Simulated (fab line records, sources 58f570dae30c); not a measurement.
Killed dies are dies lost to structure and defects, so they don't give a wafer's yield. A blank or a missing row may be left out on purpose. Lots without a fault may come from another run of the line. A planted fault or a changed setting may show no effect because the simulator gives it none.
Chamber matching | flow berkeley_cmos170 | UCB170_M3_ETCH_17 on rie_diel-01: 4 sister chambers
The step etches BARC in N2/H2. 8 wafers are shown with their chamber, then 8 later ones without.

WAFERS WITH THEIR CHAMBER
wafer  | chamber | throttle_valve_pct (%) | oes_product_au (a.u.)
L089.1 | 3       | 13.59                  | 0.988
L088.4 | 0       | 13.09                  | 1.009
L088.5 | 1       | 13.00                  | 0.966
L088.6 | 2       | 13.35                  | 1.008
L094.1 | 2       | 13.34                  | 1.009
L094.2 | 1       | 12.99                  | 0.974
L094.3 | 3       | 13.61                  | 0.968
L094.4 | 0       | 13.09                  | 1.017

WAFERS WITHOUT THEIR CHAMBER
wafer  | throttle_valve_pct (%) | oes_product_au (a.u.)
L094.5 | 13.36                  | 1.005
L094.6 | 13.61                  | 0.983
L095.1 | 13.62                  | 0.978
L095.2 | 12.99                  | 0.956
L095.3 | 13.09                  | 1.019
L095.4 | 13.36                  | 1.002
L095.5 | 13.62                  | 0.977
L095.6 | 13.09                  | 1.010

WHICH CHAMBER EACH WENT THROUGH
wafer  | from the rows above | in truth
L094.5 | 2                   | 2
L094.6 | 3                   | 3
L095.1 | 3                   | 3
L095.2 | 1                   | 1
L095.3 | 0                   | 0
L095.4 | 2                   | 2
L095.5 | 3                   | 3
L095.6 | 0                   | 0
Placed correctly: 8 of 8. Can't be placed from these rows: 0. Placed wrongly: 0.
How it was worked out, from the rows above alone: a wafer's distance from a chamber is the root of the sum, over the readings, of the square of ((its reading less the chamber's mean) divided by the reading's scatter). The wafer belongs to the nearest chamber; if the next one is less than 2 further off, it can't be placed. A chamber's mean is the mean of its shown wafers. The scatter: the root of (the sum of the squares of (reading less its chamber's mean) over the shown wafers, divided by (wafers less chambers)).
